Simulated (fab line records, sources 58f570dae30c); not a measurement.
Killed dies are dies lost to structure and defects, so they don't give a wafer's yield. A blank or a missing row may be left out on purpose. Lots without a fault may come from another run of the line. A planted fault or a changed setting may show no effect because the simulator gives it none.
Chamber matching | flow berkeley_cmos170 | UCB170_ACTIVE_ETCH_15 on rie_diel-01: 4 sister chambers
The step etches Si3N4 in CH3F/Ar/O2, stops on SiO2, target depth 242 nm, time 151 s. 7 wafers are shown with their chamber, then 7 later ones without.

WAFERS WITH THEIR CHAMBER
wafer  | chamber | throttle_valve_pct (%) | oes_product_au (a.u.)
L269.4 | 1       | 7.91                   | 0.932
L269.5 | 2       | 8.07                   | 0.937
L270.1 | 0       | 8.04                   | 0.967
L270.5 | 0       | 8.04                   | 0.963
L270.6 | 3       | 7.79                   | 0.922
L274.2 | 3       | 7.80                   | 0.927
L274.3 | 1       | 7.91                   | 0.945

WAFERS WITHOUT THEIR CHAMBER
wafer  | throttle_valve_pct (%) | oes_product_au (a.u.)
L274.6 | 7.77                   | 0.939
L276.1 | 8.04                   | 0.976
L276.2 | 7.92                   | 0.939
L276.5 | 8.08                   | 0.952
L280.1 | 8.03                   | 0.966
L280.2 | 7.78                   | 0.928
L280.3 | 7.91                   | 0.939

WHICH CHAMBER EACH WENT THROUGH
wafer  | from the rows above | in truth
L274.6 | 3                   | 3
L276.1 | 0                   | 0
L276.2 | 1                   | 1
L276.5 | 2                   | 2
L280.1 | 0                   | 0
L280.2 | 3                   | 3
L280.3 | 1                   | 1
Placed correctly: 7 of 7. Can't be placed from these rows: 0. Placed wrongly: 0.
How it was worked out, from the rows above alone: a wafer's distance from a chamber is the root of the sum, over the readings, of the square of ((its reading less the chamber's mean) divided by the reading's scatter). The wafer belongs to the nearest chamber; if the next one is less than 2 further off, it can't be placed. A chamber's mean is the mean of its shown wafers. The scatter: the root of (the sum of the squares of (reading less its chamber's mean) over the shown wafers, divided by (wafers less chambers)).
